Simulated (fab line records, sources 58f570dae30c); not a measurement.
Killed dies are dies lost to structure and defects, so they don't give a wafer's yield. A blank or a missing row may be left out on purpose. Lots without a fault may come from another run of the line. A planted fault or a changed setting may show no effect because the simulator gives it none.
One fault seen from 2 desks | flow berkeley_cmos170 | each desk has only its own numbers; what lay behind them comes last

THE METROLOGY DESK
What the gauges read, lot by lot, whatever tool the lot ran on: means of the sampled wafers that have a number. A lot is out of limits, marked OUT, if its mean lies more than 4 standard deviations from the usual mean; the brackets give that distance.
Columns: A = V2_BOW at UCB170_V2_BOW_MEAS_03, usual 36 um; B = cd_nm at UCB170_V2_CD_MEAS_12, usual 699.9 nm
lot  | first seen here | A  | B
L461 | day 8 01:29     | 33 | 698.1
L462 | day 8 09:40     | 42 | 700.6
L464 | day 8 12:07     | 32 | 699.4
L465 | day 8 12:30     | 30 | 701.4
L466 | day 9 08:49     | 38 | 699.5
L468 | day 9 18:20     | 36 | 696.6
L467 | day 9 18:31     | 38 | 701.3
L469 | day 9 18:40     | 39 | 701.3
L470 | day 9 18:49     | 29 | 701.7
L473 | day 10 12:45    | 42 | 701.3
L474 | day 10 15:07    | 48 | 700.7
L478 | day 11 16:01    | 42 | 701.6
L483 | day 12 05:59    | 34 | 700.4
L484 | day 12 23:00    | 34 | 700.3
This desk's finding: nothing out of limits on any of the 14 lots.

THE TOOL OWNER'S DESK: plasma_asher-03
The tool's own readings at UCB170_PSD_STRIP_09 (strips in O2): means of the sampled wafers that have a number, for each lot that ran on this tool. A lot is out of limits, marked OUT, if its mean lies more than 4 standard deviations from the usual mean; the brackets give that distance.
Columns: A = drypump_motor_current_A at UCB170_PSD_STRIP_09, usual 5.8 A; B = o2_flow_sccm at UCB170_PSD_STRIP_09, usual 400.0 sccm; C = oes_product_au at UCB170_PSD_STRIP_09, usual 0.597 a.u.; D = strip_time_to_endpoint_s at UCB170_PSD_STRIP_09, usual 29.59 s
lot  | first seen here | A   | B     | C     | D
L462 | day 7 11:10     | 5.3 | 401.2 | 0.596 | 29.52
L468 | day 8 17:35     | 5.2 | 401.2 | 0.596 | 29.62
L469 | day 8 18:04     | 5.2 | 398.4 | 0.599 | 29.53
L473 | day 9 11:28     | 5.2 | 398.1 | 0.600 | 29.53
L474 | day 9 11:57     | 5.2 | 400.2 | 0.597 | 29.57
L478 | day 10 13:27    | 5.2 | 400.5 | 0.595 | 29.59
This desk's finding: nothing out of limits on any of the 6 lots.

PUT TOGETHER
The metrology desk saw nothing out of limits.
The tool owner's desk saw nothing out of limits.

WHAT THE SIMULATOR HAD PUT IN
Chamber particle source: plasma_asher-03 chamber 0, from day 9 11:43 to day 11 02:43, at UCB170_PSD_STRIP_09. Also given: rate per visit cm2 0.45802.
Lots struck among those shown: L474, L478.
